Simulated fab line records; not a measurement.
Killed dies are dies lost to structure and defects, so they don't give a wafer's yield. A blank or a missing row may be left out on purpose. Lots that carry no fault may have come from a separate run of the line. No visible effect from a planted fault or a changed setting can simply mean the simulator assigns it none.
Which tool is to blame? | flow berkeley-cmos170 | 45 wafers from 15 lots sampled at 3 of the route's 331 steps

== WHAT EACH GAUGE READ, for each wafer ==
UCB170_V1_CD_MEAS_12 targets a cd of 700 nm. Usual: cd-nm 700.4 nm, standard deviation 1.5.
lot  | measured     | on        | cd-nm (nm)        | flag
L859 | day 8 14:37  | cd-sem-01 | 702.7 703.7 700.9 |
L858 | day 8 17:22  | cd-sem-02 | 699.2 699.5 699.6 |
L865 | day 9 14:37  | cd-sem-01 | 702.0 701.2 702.6 |
L864 | day 9 18:32  | cd-sem-01 | 699.4 700.6 698.3 |
L860 | day 9 20:41  | cd-sem-02 | 703.8 702.8 703.9 |
L863 | day 9 20:55  | cd-sem-02 | 700.0 699.7 699.4 |
L866 | day 9 21:12  | cd-sem-01 | 701.0 700.7 700.8 |
L861 | day 9 21:23  | cd-sem-01 | 699.3 699.7 698.5 |
L867 | day 9 21:56  | cd-sem-01 | 698.6 698.9 699.4 |
L868 | day 10 11:19 | cd-sem-02 | 700.0 700.5 700.2 |
L870 | day 10 23:01 | cd-sem-02 | 699.5 700.4 700.5 |
L872 | day 11 00:17 | cd-sem-02 | 700.5 702.4 702.0 |
L880 | day 12 11:02 | cd-sem-01 | 697.3 696.4 697.9 |
L879 | day 12 12:44 | cd-sem-01 | 700.8 699.9 701.2 |
L881 | day 12 14:01 | cd-sem-02 | 701.6 700.8 703.3 |

UCB170_M2_CD_MEAS_15 targets a cd of 700 nm. Usual: cd-nm 699.9 nm, standard deviation 1.7.
lot  | measured     | on        | cd-nm (nm)        | flag
L859 | day 8 17:38  | cd-sem-02 | 699.7 698.7 700.9 |
L858 | day 8 20:27  | cd-sem-01 | 698.5 699.8 697.9 |
L865 | day 9 17:19  | cd-sem-01 | 701.6 701.6 700.3 |
L864 | day 9 22:22  | cd-sem-01 | 698.4 697.6 697.5 |
L860 | day 10 01:30 | cd-sem-02 | 700.3 701.6 700.9 |
L863 | day 10 01:31 | cd-sem-01 | 701.4 699.9 699.9 |
L866 | day 10 01:37 | cd-sem-02 | 701.4 698.7 698.8 |
L861 | day 10 01:55 | cd-sem-01 | 703.1 701.2 700.9 |
L867 | day 10 02:17 | cd-sem-01 | 700.5 701.5 699.6 |
L868 | day 10 13:54 | cd-sem-02 | 700.9 700.0 701.9 |
L870 | day 11 01:55 | cd-sem-02 | 696.0 696.5 694.4 |
L872 | day 11 03:19 | cd-sem-01 | 699.2 699.7 699.7 |
L880 | day 12 13:49 | cd-sem-02 | 698.0 698.4 699.2 |
L879 | day 12 16:10 | cd-sem-01 | 698.7 700.5 699.6 |
L881 | day 12 17:25 | cd-sem-02 | 701.5 701.0 699.9 |

UCB170_V2_CD_MEAS_12 targets a cd of 700 nm. Usual: cd-nm 699.8 nm, standard deviation 1.2.
lot  | measured     | on        | cd-nm (nm)        | flag
L859 | day 8 21:17  | cd-sem-02 | 700.0 700.2 700.2 |
L858 | day 9 01:52  | cd-sem-01 | 699.2 700.0 700.6 |
L865 | day 9 21:47  | cd-sem-01 | 699.9 699.0 699.1 |
L864 | day 10 02:31 | cd-sem-01 | 698.9 698.7 699.6 |
L860 | day 10 05:14 | cd-sem-01 | 699.5 698.2 698.7 |
L863 | day 10 05:41 | cd-sem-02 | 700.7 699.9 699.0 |
L866 | day 10 05:45 | cd-sem-01 | 696.2 697.2 696.5 |
L861 | day 10 05:59 | cd-sem-02 | 700.8 698.9 700.6 |
L867 | day 10 06:01 | cd-sem-01 | 702.8 702.3 701.9 |
L868 | day 10 17:25 | cd-sem-01 | 700.8 699.9 700.1 |
L870 | day 11 04:29 | cd-sem-02 | 702.1 700.7 700.3 |
L872 | day 11 05:49 | cd-sem-02 | 700.2 698.5 699.6 |
L880 | day 12 16:32 | cd-sem-01 | 701.8 701.4 700.9 |
L879 | day 12 19:00 | cd-sem-02 | 700.6 700.9 700.3 |
L881 | day 12 20:04 | cd-sem-02 | 699.0 698.5 698.4 |

== EACH LOT AND THE TOOL THAT RAN IT (in order: tool; ch and the chambers of the sampled wafers; start) ==
There is no process step in the record ahead of these readings.

== WHAT THE TOOLS THEMSELVES READ (means of the sampled wafers that have a number; where no wafer has one, the mark that the record gives instead) ==
The record holds no such reading with a usual standard deviation.

== THE ANSWER, worked out from the rows above alone ==
Rule: a lot is off if the mean of its wafers that have a number lies more than 3 standard deviations from the usual mean. Also off: a lot with no number at a reading for which 4 or more lots have one. The other lots that the step has rows for count as sound. The gauges are gone through in route order, then the tools' own readings, and for those a lot's mean is taken as printed above. At the first step where some lot is off, the reading lying furthest off is the one used; lots without a number count as furthest.
Nothing can be told from this: no lot is off at any reading shown.

== WHAT THE SIMULATOR HAD PUT IN ==
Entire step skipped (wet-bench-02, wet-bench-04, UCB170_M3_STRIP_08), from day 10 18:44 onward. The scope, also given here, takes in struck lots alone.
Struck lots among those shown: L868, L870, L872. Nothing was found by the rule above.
